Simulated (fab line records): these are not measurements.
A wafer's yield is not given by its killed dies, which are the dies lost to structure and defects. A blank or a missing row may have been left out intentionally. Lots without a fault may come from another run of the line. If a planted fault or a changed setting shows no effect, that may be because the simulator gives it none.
Which tool was responsible? | flow ritCmos | 14 lots, 42 wafers sampled, at 1 step of a route of 202

## WHAT THE GAUGES SHOWED, per wafer
The record holds no reading of a measuring or inspecting step that can be judged against a usual standard deviation.

## EACH LOT AND THE TOOL THAT RAN IT (in order: tool; ch and the chambers of the sampled wafers; start)
lot  | RIT_FOX1_OXIDATION_00
L104 | furnace-04 ch 0, day 1 16:58
L105 | furnace-04 ch 0, day 1 23:31
L106 | furnace-03 ch 0, day 2 03:40
L107 | furnace-03 ch 0, day 2 07:32
L110 | furnace-04 ch 0, day 2 23:40
L111 | furnace-04 ch 0, day 3 03:48
L114 | furnace-04, day 3 17:38
L115 | furnace-03, day 4 01:34
L121 | furnace-03 ch 0, day 5 08:41
L122 | furnace-03 ch 0, day 5 09:59
L124 | furnace-03 ch 0, day 5 22:11
L125 | furnace-04 ch 0, day 6 00:52
L126 | furnace-04 ch 0, day 6 05:39
L127 | furnace-04 ch 0, day 6 10:31
- RIT_FOX1_OXIDATION_00: target thk 350.7 nm, ox time 1130 s.

## AS READ BY THE TOOLS THEMSELVES (means over the sampled wafers that have a number; for cases with no such wafer, the mark the record gives instead)
RIT_FOX1_OXIDATION_00. Usual: oxTempC 1100.0 C, standard deviation 0.47; oxTempCMax 1105.2, standard deviation 1.7; spikeTcCentreC 1103.0 C, standard deviation 1.5; spikeTcSourceC 1125 C, standard deviation 3.2.
lot  | tool       | oxTempC (C) | oxTempCMax | spikeTcCentreC (C) | spikeTcSourceC (C) | flag
L104 | furnace-04 | 1100.4      | 1107.4     | 1100.6             | 1126               | 
L105 | furnace-04 | 1099.8      | 1107.4     | 1102.7             | 1127               | 
L106 | furnace-03 | 1099.8      | 1103.3     | 1104.2             | 1122               | 
L107 | furnace-03 | 1099.2      | 1102.6     | 1104.0             | 1123               | 
L110 | furnace-04 | 1100.6      | 1106.3     | 1102.1             | 1126               | 
L111 | furnace-04 | 1100.1      | 1107.0     | 1102.3             | 1127               | 
L114 | furnace-04 | -           | -          | -                  | -                  | OFF
L115 | furnace-03 | -           | -          | -                  | -                  | OFF
L121 | furnace-03 | 1100.0      | 1103.9     | 1102.8             | 1121               | 
L122 | furnace-03 | 1100.3      | 1104.5     | 1104.0             | 1120               | 
L124 | furnace-03 | 1099.9      | 1104.2     | 1103.1             | 1122               | 
L125 | furnace-04 | 1100.4      | 1107.2     | 1101.7             | 1127               | 
L126 | furnace-04 | 1099.8      | 1107.4     | 1101.3             | 1127               | 
L127 | furnace-04 | 1100.6      | 1107.1     | 1101.2             | 1126               | 

## THE ANSWER, worked out from the rows above alone
Rule: a lot counts as off when the mean over its wafers that have a number is more than 3 standard deviations away from the usual mean. A lot without any number at a reading at which 4 lots or more have one is off too. Any other lot the step has rows for is counted as sound. Order of review: gauges by route order, followed by the tools' own readings, for which a lot's mean as printed above is used. The first step at which some lot is off is used, and at that step the reading that is off furthest; a lot without a number counts as furthest.
Off: L114, L115, at RIT_FOX1_OXIDATION_00 (oxTempC). Without a number there: L114, L115.
If a tool, at that step or one of the process steps before it, ran each lot that is off and ran no sound lot following the first of them, it fits. Of those tried, none fits.

## WHAT THE SIMULATOR HAD PUT IN
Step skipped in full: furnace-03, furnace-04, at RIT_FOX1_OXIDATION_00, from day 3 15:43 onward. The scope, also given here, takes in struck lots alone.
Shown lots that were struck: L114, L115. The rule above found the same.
